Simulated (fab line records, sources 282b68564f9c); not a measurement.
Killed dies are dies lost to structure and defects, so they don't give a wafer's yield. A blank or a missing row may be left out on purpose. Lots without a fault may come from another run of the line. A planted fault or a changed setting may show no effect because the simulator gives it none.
fab line records | flow rit_cmos | part 1 of 2: steps 1 to 24 of 33
record lots=5 wafers=15 last_day=6
route steps=202 shown NWELL@32 PWELL@39 WELLDRIVE@50 NRETRO@53 PRETRO@64
lots that met no fault: from a run of the same line without faults
start_h: hours from the record's first day to the start of the lot's first wafer shown | wait_h: hours since the lot's step before | " the same as in the row above | L1.1+2: a row that stands for several wafers | - no value, or no start given | * or withheld: withheld | < > ~ a bound
route shown NAME@n: a module of which the file shows steps, and the number in the route of the first | usual: mean/standard deviation of fault-free wafers | same: alike in all rows | chamber/n: place in a boat | sites: the reading at each site | _std_site: their standard deviation | _edge_site: outer sites' mean less inner sites' | radius_mm: how far each site lies from the wafer's centre | mask NAME#n: copy n | behind: the tool/chamber that last shaped the wafer | hold: why the lot was held/for how many hours/how that ended | device: the transistor (n, p or np) that didn't switch | end of line: the same wafers' tests at the end of the route | a step without rows: its recipe alone | killed: dies lost to structure and defects at the first sort, not the wafer's yield | map: a wafer's dies, x killed, . not, _ none there
set.NAME: the setting as run; set.NAME@STEP: as run at that earlier step | model.NAME: the simulator's own value behind a step, which no gauge read
lots at some steps of the route; a table a step, a row a wafer
services: from which hour (start_h, from the record's first day; less than 0 if before it) a tool's chamber was out of use, for how many hours, and why
## steps
# step RIT_NWELL_PEB_04
# recipe resist=NOVOLAK temp_c=withheld time_s=withheld
# usual chill_plate_temp_C=* exhaust_pa=44.8/0.9
# columns lot.wafer tool chamber start_h wait_h chill_plate_temp_C exhaust_pa
L076.3 litho_track-04 0 30.12 0.1 * 43.9
L076.4 " 0 " " * 43.6
L076.6 " 0 " " * 43.5
L080.3 litho_track-02 0 51.42 0.1 * 43.6
L080.5 " 0 " " * 44.3
L080.6 " 0 " " * 44.2
L082.1 litho_track-02 0 63.36 0.1 * 43.3
L082.2 " 0 " " * 45.8
L082.6 " 0 " " * 44.3
L083.1 litho_track-01 0 67.42 0.1 * 45.3
L083.2 " 0 " " * 42.4
L083.6 " 0 " " * 46.1
L093.3 litho_track-01 0 117.34 0.1 * 46.1
L093.4 " 0 " " * 45.4
L093.6 " 0 " " * 44.8
# step RIT_NWELL_DEVELOP_05
# recipe resist=NOVOLAK develop_time_s=68 dev_temp_c=23
# usual chill_plate_temp_C=23.00/0.12 exhaust_pa=44.9/0.9
# columns lot.wafer tool chamber start_h wait_h chill_plate_temp_C exhaust_pa
L076.3 litho_track-04 0 - - 23.00 45.6
L076.4 " 0 " " 22.95 45.7
L076.6 " 0 " " 23.05 46.7
L080.3 litho_track-02 0 - - 23.11 46.1
L080.5 " 0 " " 23.22 43.9
L080.6 " 0 " " 23.22 43.7
L082.1 litho_track-02 0 - - 22.94 43.9
L082.2 " 0 " " 23.05 45.1
L082.6 " 0 " " 22.94 44.7
L083.1 litho_track-01 0 - - 22.80 43.6
L083.2 " 0 " " 22.99 45.0
L083.6 " 0 " " 22.79 45.8
L093.3 litho_track-01 0 - - 22.73 44.6
L093.4 " 0 " " 22.80 44.4
L093.6 " 0 " " 22.88 43.5
# step RIT_NWELL_OVL_MEAS_06
# usual NWELL_OVL=-0.5/2
# columns lot.wafer tool chamber start_h wait_h NWELL_OVL[nm]
L076.3 overlay-02 - 30.39 - -4.1
L076.4 " - " " -4.8
L076.6 " - " " -4.8
L080.3 overlay-01 - 51.70 - -3.0
L080.5 " - " " -0.3
L080.6 " - " " -3.3
L082.1 overlay-01 - 63.67 - -1.2
L082.2 " - " " -2.8
L082.6 " - " " -2.5
L083.1 overlay-01 - 67.73 - -2.5
L083.2 " - " " -2.8
L083.6 " - " " -2.3
L093.3 overlay-01 - 117.62 - 1.5
L093.4 " - " " 3.6
L093.6 " - " " 2.9
# step RIT_NWELL_HARDBAKE_07
# recipe resist=NOVOLAK temp_c=140 time_s=120
# usual chill_plate_temp_C=22.99/0.096 exhaust_pa=44.9/0.82
# columns lot.wafer tool chamber start_h wait_h chill_plate_temp_C exhaust_pa
L076.3 litho_track-01 0 30.50 0.1 22.90 44.7
L076.4 " 0 " " 23.00 44.4
L076.6 " 0 " " 23.00 44.1
L080.3 litho_track-02 0 51.80 0.1 22.85 45.8
L080.5 " 0 " " 22.95 44.9
L080.6 " 0 " " 22.91 45.9
L082.1 litho_track-01 0 63.71 0.0 22.83 44.3
L082.2 " 0 " " 22.89 43.6
L082.6 " 0 " " 22.92 43.7
L083.1 litho_track-01 0 67.77 0.0 23.02 44.9
L083.2 " 0 " " 22.89 45.6
L083.6 " 0 " " 22.96 44.5
L093.3 litho_track-04 0 117.73 0.1 23.15 46.2
L093.4 " 0 " " 23.09 45.2
L093.6 " 0 " " 23.02 46.6
# step RIT_NWELL_IMPLANT_08
# recipe species=P energy_kev=170 dose_cm2=5e+13 tilt_deg=7
# usual faraday_current_uA=159/3.3 tilt_deg=7.001/0.02
# columns lot.wafer tool chamber start_h wait_h faraday_current_uA tilt_deg
L076.3 implanter-04 0 30.72 0.2 153 6.979
L076.4 " 0 " " 162 7.015
L076.6 " 0 " " 157 7.001
L080.3 implanter-01 0 52.02 0.2 155 7.017
L080.5 " 0 " " 157 7.009
L080.6 " 0 " " 157 7.006
L082.1 implanter-02 0 63.96 0.2 160 7.031
L082.2 " 0 " " 161 7.010
L082.6 " 0 " " 156 7.004
L083.1 implanter-01 0 68.02 0.2 161 6.963
L083.2 " 0 " " 159 6.966
L083.6 " 0 " " 159 6.957
L093.3 implanter-02 0 117.94 0.2 158 6.995
L093.4 " 0 " " 155 6.966
L093.6 " 0 " " 154 6.992
# step RIT_NWELL_STRIP_09
# recipe chemistry=O2 time_s=180 resist=NOVOLAK platen_temp_c=withheld power_w=500 pressure_mtorr=4000 o2_flow_sccm=4000
# usual drypump_motor_current_A=6.2/0.53
# columns lot.wafer tool chamber start_h wait_h drypump_motor_current_A rf_hours_counter_h
L076.3 plasma_asher-04 0 30.87 0.1 6.4 -
L076.4 " 1 " " 6.6 -
L076.6 " 1 " " 6.7 -
L080.3 plasma_asher-03 0 52.18 0.1 6.7 -
L080.5 " 0 " " 6.7 -
L080.6 " 1 " " 5.5 -
L082.1 plasma_asher-04 0 64.11 0.1 6.4 29
L082.2 " 1 " " 6.6 29
L082.6 " 1 " " 6.6 -
L083.1 plasma_asher-03 0 68.17 0.1 6.7 44
L083.2 " 1 " " 5.5 44
L083.6 " 1 " " 5.5 -
L093.3 plasma_asher-04 0 118.10 0.1 6.4 -
L093.4 " 1 " " 6.6 -
L093.6 " 1 " " 6.6 -
# step RIT_NWELL_TW_MEAS_10
# usual NWELL_TW=2126/19
# columns lot.wafer tool chamber start_h wait_h NWELL_TW
L076.3 film_metro-02 - 31.01 0.1 2097
L076.4 " - " " 2100
L076.6 " - " " 2090
L080.3 film_metro-01 - 52.31 0.1 2144
L080.5 " - " " 2157
L080.6 " - " " 2141
L082.1 film_metro-01 - 64.28 0.1 2136
L082.2 " - " " 2144
L082.6 " - " " 2148
L083.1 film_metro-04 - 68.34 0.1 2133
L083.2 " - " " 2132
L083.6 " - " " 2126
L093.3 film_metro-02 - 118.24 0.1 2102
L093.4 " - " " 2107
L093.6 " - " " 2106
# step RIT_PWELL_HMDS_00
# recipe prime_time_s=60 prime_temp_c=140
# usual chill_plate_temp_C=22.99/0.087 exhaust_pa=44.9/0.91 prime_temp_c=139.99/0.12
# columns lot.wafer tool chamber start_h wait_h chill_plate_temp_C exhaust_pa prime_temp_c
L076.3 litho_track-03 0 31.10 0.1 23.08 45.7 139.71
L076.4 " 0 " " 23.08 46.4 139.77
L076.6 " 0 " " 23.17 45.6 139.97
L080.3 litho_track-03 0 52.40 0.1 22.94 46.2 140.06
L080.5 " 0 " " 22.91 45.8 139.93
L080.6 " 0 " " 22.88 45.5 140.07
L082.1 litho_track-01 0 64.34 0.1 22.90 46.0 139.98
L082.2 " 0 " " 23.09 44.4 139.90
L082.6 " 0 " " 23.06 45.9 139.97
L083.1 litho_track-01 0 68.40 0.1 22.95 46.6 139.98
L083.2 " 0 " " 22.99 44.5 140.00
L083.6 " 0 " " 22.97 43.5 140.01
L093.3 litho_track-01 0 118.33 0.1 22.90 44.4 140.04
L093.4 " 0 " " 23.04 43.8 139.71
L093.6 " 0 " " 23.04 44.3 139.73
# step RIT_PWELL_COAT_01
# recipe resist=NOVOLAK spin_rpm=2000 resist_thk_nm=1300
# usual chill_plate_temp_C=23.00/0.099 exhaust_pa=44.8/0.85
# columns lot.wafer tool chamber start_h wait_h chill_plate_temp_C exhaust_pa
L076.3 litho_track-03 0 31.25 0.1 22.99 44.3
L076.4 " 0 " " 22.99 45.9
L076.6 " 0 " " 23.02 43.8
L080.3 litho_track-03 0 52.55 0.1 22.99 43.4
L080.5 " 0 " " 22.93 44.0
L080.6 " 0 " " 22.96 44.1
L082.1 litho_track-01 0 64.49 0.1 23.00 45.2
L082.2 " 0 " " 22.96 44.1
L082.6 " 0 " " 22.94 44.4
L083.1 litho_track-01 0 68.55 0.1 22.87 44.8
L083.2 " 0 " " 22.95 44.3
L083.6 " 0 " " 23.05 45.4
L093.3 litho_track-01 0 118.48 0.1 23.03 44.9
L093.4 " 0 " " 23.13 45.1
L093.6 " 0 " " 23.16 45.4
# step RIT_PWELL_SOFTBAKE_02
# recipe resist=NOVOLAK temp_c=90 time_s=60
# usual chill_plate_temp_C=23.02/0.12 exhaust_pa=44.9/0.84
# columns lot.wafer tool chamber start_h wait_h chill_plate_temp_C exhaust_pa
L076.3 litho_track-03 0 31.40 0.1 23.14 47.5
L076.4 " 0 " " 22.90 47.0
L076.6 " 0 " " 22.96 46.3
L080.3 litho_track-03 0 52.70 0.1 23.11 44.0
L080.5 " 0 " " 23.29 46.6
L080.6 " 0 " " 23.11 44.7
L082.1 litho_track-01 0 64.64 0.1 22.90 45.2
L082.2 " 0 " " 22.86 45.4
L082.6 " 0 " " 22.91 44.7
L083.1 litho_track-01 0 68.70 0.1 22.79 44.8
L083.2 " 0 " " 23.02 45.0
L083.6 " 0 " " 23.09 43.3
L093.3 litho_track-01 0 118.63 0.1 23.09 44.7
L093.4 " 0 " " 23.02 44.0
L093.6 " 0 " " 22.99 44.2
# step RIT_PWELL_EXPOSE_03
# recipe mask_id=M3 na=0.57 target_cd_nm=43700 dose_mj=250
# usual focus_offset_nm=0.0/0.5
# columns lot.wafer tool chamber start_h wait_h mask focus_offset_nm
L076.3 iline_stepper-01 0 31.54 0.1 M3#0 0.1
L076.4 " 0 " " M3#0 0.1
L076.6 " 0 " " M3#0 0.1
L080.3 iline_stepper-01 0 52.97 0.2 M3#0 0.2
L080.5 " 0 " " M3#0 1.1
L080.6 " 0 " " M3#0 -0.4
L082.1 iline_stepper-01 0 64.79 0.1 M3#0 -0.4
L082.2 " 0 " " M3#0 -0.6
L082.6 " 0 " " M3#0 0.2
L083.1 iline_stepper-02 0 68.98 0.2 M3#0 -0.1
L083.2 " 0 " " M3#0 -0.4
L083.6 " 0 " " M3#0 -0.5
L093.3 iline_stepper-01 0 118.89 0.2 M3#0 0.1
L093.4 " 0 " " M3#0 -0.5
L093.6 " 0 " " M3#0 -0.1
# step RIT_PWELL_PEB_04
# recipe resist=NOVOLAK temp_c=withheld time_s=withheld
# usual chill_plate_temp_C=* exhaust_pa=45.0/0.96
# columns lot.wafer tool chamber start_h wait_h chill_plate_temp_C exhaust_pa
L076.3 litho_track-03 0 31.67 0.1 * 44.2
L076.4 " 0 " " * 46.1
L076.6 " 0 " " * 43.8
L080.3 litho_track-02 0 53.10 0.1 * 46.7
L080.5 " 0 " " * 45.5
L080.6 " 0 " " * 46.1
L082.1 litho_track-03 0 64.91 0.1 * 45.1
L082.2 " 0 " " * 44.3
L082.6 " 0 " " * 44.1
L083.1 litho_track-01 0 69.09 0.1 * 44.2
L083.2 " 0 " " * 45.2
L083.6 " 0 " " * 43.8
L093.3 litho_track-01 0 119.02 0.1 * 44.7
L093.4 " 0 " " * 45.5
L093.6 " 0 " " * 45.2
# step RIT_PWELL_DEVELOP_05
# recipe resist=NOVOLAK develop_time_s=68 dev_temp_c=23
# usual chill_plate_temp_C=23.02/0.11 exhaust_pa=44.9/0.81
# columns lot.wafer tool chamber start_h wait_h chill_plate_temp_C exhaust_pa
L076.3 litho_track-03 0 - - 23.00 44.9
L076.4 " 0 " " 22.89 43.5
L076.6 " 0 " " 23.02 45.5
L080.3 litho_track-02 0 - - 22.99 43.8
L080.5 " 0 " " 23.01 45.5
L080.6 " 0 " " 22.96 44.9
L082.1 litho_track-03 0 - - 23.01 46.1
L082.2 " 0 " " 22.91 45.8
L082.6 " 0 " " 22.99 46.2
L083.1 litho_track-01 0 - - 23.03 44.1
L083.2 " 0 " " 23.16 45.3
L083.6 " 0 " " 23.00 43.2
L093.3 litho_track-01 0 - - 23.10 44.1
L093.4 " 0 " " 23.09 44.7
L093.6 " 0 " " 23.16 43.6
# step RIT_PWELL_OVL_MEAS_06
# usual PWELL_OVL=0.1/1.5
# columns lot.wafer tool chamber start_h wait_h PWELL_OVL[nm]
L076.3 overlay-02 - 31.94 - 4.6
L076.4 " - " " 3.4
L076.6 " - " " 4.0
L080.3 overlay-02 - 53.37 - 2.9
L080.5 " - " " 1.5
L080.6 " - " " 2.7
L082.1 overlay-01 - 65.22 - -1.0
L082.2 " - " " -1.3
L082.6 " - " " -0.6
L083.1 overlay-01 - 69.41 - -0.3
L083.2 " - " " -0.6
L083.6 " - " " -0.9
L093.3 overlay-01 - 119.29 - -0.1
L093.4 " - " " 2.3
L093.6 " - " " 1.9
# step RIT_PWELL_HARDBAKE_07
# recipe resist=NOVOLAK temp_c=140 time_s=120
# usual chill_plate_temp_C=22.99/0.09 exhaust_pa=44.6/0.89
# columns lot.wafer tool chamber start_h wait_h chill_plate_temp_C exhaust_pa
L076.3 litho_track-03 0 32.05 0.1 23.03 45.3
L076.4 " 0 " " 22.91 44.1
L076.6 " 0 " " 23.07 43.7
L080.3 litho_track-01 0 53.48 0.1 22.98 43.1
L080.5 " 0 " " 23.00 42.3
L080.6 " 0 " " 23.26 44.7
L082.1 litho_track-02 0 65.26 0.0 23.05 45.5
L082.2 " 0 " " 23.06 46.6
L082.6 " 0 " " 23.08 46.6
L083.1 litho_track-03 0 69.44 0.0 23.06 44.9
L083.2 " 0 " " 22.90 43.9
L083.6 " 0 " " 22.97 45.7
L093.3 litho_track-02 0 119.40 0.1 22.82 44.4
L093.4 " 0 " " 22.90 44.3
L093.6 " 0 " " 23.01 45.4
# step RIT_PWELL_IMPLANT_08
# recipe species=B energy_kev=170 dose_cm2=7e+13 tilt_deg=7
# usual faraday_current_uA=222/4.2 tilt_deg=6.999/0.019
# columns lot.wafer tool chamber start_h wait_h faraday_current_uA tilt_deg
L076.3 implanter-03 0 32.27 0.2 227 6.986
L076.4 " 0 " " 222 7.003
L076.6 " 0 " " 225 6.992
L080.3 implanter-01 0 53.70 0.2 228 7.009
L080.5 " 0 " " 222 6.999
L080.6 " 0 " " 225 6.990
L082.1 implanter-01 0 65.51 0.2 220 7.005
L082.2 " 0 " " 221 6.982
L082.6 " 0 " " 225 6.977
L083.1 implanter-01 0 69.69 0.2 228 6.994
L083.2 " 0 " " 226 6.968
L083.6 " 0 " " 225 6.984
L093.3 implanter-03 0 119.62 0.2 224 7.009
L093.4 " 0 " " 224 7.002
L093.6 " 0 " " 225 6.968
# step RIT_PWELL_STRIP_09
# recipe chemistry=O2 time_s=180 resist=NOVOLAK platen_temp_c=withheld power_w=500 pressure_mtorr=4000 o2_flow_sccm=4000
# usual drypump_motor_current_A=5.8/0.52
# columns lot.wafer tool chamber start_h wait_h drypump_motor_current_A rf_hours_counter_h
L076.3 plasma_asher-02 0 32.42 0.1 5.5 -
L076.4 " 1 " " 5.7 -
L076.6 " 0 " " 5.4 -
L080.3 plasma_asher-02 0 53.85 0.1 5.5 -
L080.5 " 0 " " 5.4 -
L080.6 " 1 " " 5.6 -
L082.1 plasma_asher-02 1 65.66 0.1 5.7 40
L082.2 " 0 " " 5.4 40
L082.6 " 0 " " 5.5 -
L083.1 plasma_asher-01 1 69.84 0.1 6.3 41
L083.2 " 0 " " 5.3 41
L083.6 " 0 " " 5.3 -
L093.3 plasma_asher-01 0 119.78 0.1 5.4 -
L093.4 " 1 " " 6.3 -
L093.6 " 0 " " 5.3 -
# step RIT_PWELL_TW_MEAS_10
# usual PWELL_TW=945/9.4
# columns lot.wafer tool chamber start_h wait_h PWELL_TW
L076.3 film_metro-01 - 32.56 0.1 960
L076.4 " - " " 951
L076.6 " - " " 950
L080.3 film_metro-04 - 53.99 0.1 944
L080.5 " - " " 943
L080.6 " - " " 939
L082.1 film_metro-02 - 65.83 0.1 934
L082.2 " - " " 935
L082.6 " - " " 935
L083.1 film_metro-01 - 70.02 0.1 952
L083.2 " - " " 959
L083.6 " - " " 957
L093.3 film_metro-01 - 119.91 0.1 950
L093.4 " - " " 950
L093.6 " - " " 947
# step RIT_WELLDRIVE_ANNEAL_00
# recipe temp_c=1100 time_s=14700 ambient=N2
# usual zone_power_centre_pct=52/5.3
# columns lot.wafer tool chamber start_h wait_h zone_power_centre_pct
L076.3 furnace-02 0 32.60 0.0 48
L076.4 " 0 " " 49
L076.6 " 0 " " 48
L080.3 furnace-03 0 54.03 0.0 50
L080.5 " 0 " " 50
L080.6 " 0 " " 50
L082.1 furnace-03 0 66.02 0.2 50
L082.2 " 0 " " 50
L082.6 " 0 " " 50
L083.1 furnace-04 0 70.32 0.3 61
L083.2 " 0 " " 61
L083.6 " 0 " " 62
L093.3 furnace-04 0 119.95 0.0 61
L093.4 " 0 " " 62
L093.6 " 0 " " 62
# step RIT_WELLDRIVE_RS_MEAS_01
# recipe thk_meas_gauge=four-point-probe
# usual NWELL_RS=275.5/0.7
# columns lot.wafer tool chamber start_h wait_h NWELL_RS[ohm/sq]
L076.3 film_metro-01 - 37.72 0.0 275.9
L076.4 " - " " 275.4
L076.6 " - " " 275.4
L080.3 film_metro-01 - 59.15 0.0 275.9
L080.5 " - " " 276.2
L080.6 " - " " 276.3
L082.1 film_metro-02 - 71.10 0.0 275.4
L082.2 " - " " 276.0
L082.6 " - " " 275.4
L083.1 film_metro-01 - 75.40 0.0 276.1
L083.2 " - " " 275.7
L083.6 " - " " 275.5
L093.3 film_metro-02 - 125.08 0.0 275.4
L093.4 " - " " 275.6
L093.6 " - " " 276.5
# step RIT_WELLDRIVE_RS_MEAS_02
# recipe thk_meas_gauge=four-point-probe
# usual PWELL_RS=429.6/1
# columns lot.wafer tool chamber start_h wait_h PWELL_RS[ohm/sq]
L076.3 film_metro-01 - 37.84 0.1 430.4
L076.4 " - " " 429.9
L076.6 " - " " 431.1
L080.3 film_metro-01 - 59.27 0.1 429.8
L080.5 " - " " 431.2
L080.6 " - " " 428.5
L082.1 film_metro-02 - 71.22 0.1 428.0
L082.2 " - " " 427.9
L082.6 " - " " 429.1
L083.1 film_metro-01 - 75.52 0.1 430.1
L083.2 " - " " 430.3
L083.6 " - " " 429.7
L093.3 film_metro-02 - 125.20 0.1 428.5
L093.4 " - " " 428.7
L093.6 " - " " 429.7
# step RIT_NRETRO_HMDS_00
# recipe prime_time_s=60 prime_temp_c=140
# usual chill_plate_temp_C=23.00/0.11 exhaust_pa=45.1/0.84 prime_temp_c=139.97/0.14
# columns lot.wafer tool chamber start_h wait_h chill_plate_temp_C exhaust_pa prime_temp_c
L076.3 litho_track-02 0 37.97 0.1 22.92 44.0 139.95
L076.4 " 0 " " 22.87 45.1 139.79
L076.6 " 0 " " 22.79 43.6 139.67
L080.3 litho_track-03 0 59.40 0.1 22.86 45.6 140.10
L080.5 " 0 " " 23.01 45.5 139.98
L080.6 " 0 " " 22.87 45.5 139.99
L082.1 litho_track-03 0 71.34 0.1 23.11 45.3 140.18
L082.2 " 0 " " 23.01 47.0 139.93
L082.6 " 0 " " 23.00 46.6 140.14
L083.1 litho_track-02 0 75.64 0.1 23.17 44.0 139.86
L083.2 " 0 " " 23.10 45.4 140.07
L083.6 " 0 " " 23.02 44.9 139.82
L093.3 litho_track-04 0 125.33 0.1 23.14 45.7 140.02
L093.4 " 0 " " 23.19 45.7 139.92
L093.6 " 0 " " 23.25 45.7 140.02
# step RIT_NRETRO_COAT_01
# recipe resist=NOVOLAK spin_rpm=2000 resist_thk_nm=1300
# usual chill_plate_temp_C=23.01/0.12 exhaust_pa=45.0/0.84
# columns lot.wafer tool chamber start_h wait_h chill_plate_temp_C exhaust_pa
L076.3 litho_track-02 0 38.12 0.1 22.96 45.3
L076.4 " 0 " " 23.02 45.5
L076.6 " 0 " " 22.99 44.7
L080.3 litho_track-03 0 59.55 0.1 23.20 45.2
L080.5 " 0 " " 23.15 44.6
L080.6 " 0 " " 23.10 46.0
L082.1 litho_track-03 0 71.49 0.1 23.05 45.6
L082.2 " 0 " " 23.00 45.9
L082.6 " 0 " " 23.04 44.4
L083.1 litho_track-02 0 75.79 0.1 23.12 44.9
L083.2 " 0 " " 23.05 45.7
L083.6 " 0 " " 23.04 44.3
L093.3 litho_track-04 0 125.48 0.1 22.90 46.2
L093.4 " 0 " " 23.18 45.6
L093.6 " 0 " " 23.14 45.7
# step RIT_NRETRO_SOFTBAKE_02
# recipe resist=NOVOLAK temp_c=90 time_s=60
# usual chill_plate_temp_C=22.99/0.11 exhaust_pa=44.7/0.82
# columns lot.wafer tool chamber start_h wait_h chill_plate_temp_C exhaust_pa
L076.3 litho_track-02 0 38.27 0.1 23.11 44.4
L076.4 " 0 " " 22.90 43.5
L076.6 " 0 " " 22.94 43.6
L080.3 litho_track-03 0 59.70 0.1 22.92 44.8
L080.5 " 0 " " 22.97 45.7
L080.6 " 0 " " 22.92 45.4
L082.1 litho_track-03 0 71.64 0.1 23.03 43.1
L082.2 " 0 " " 23.12 44.0
L082.6 " 0 " " 22.94 43.1
L083.1 litho_track-02 0 75.94 0.1 22.93 45.1
L083.2 " 0 " " 22.94 45.1
L083.6 " 0 " " 23.16 44.7
L093.3 litho_track-04 0 125.63 0.1 23.12 45.6
L093.4 " 0 " " 23.23 45.1
L093.6 " 0 " " 23.10 44.9
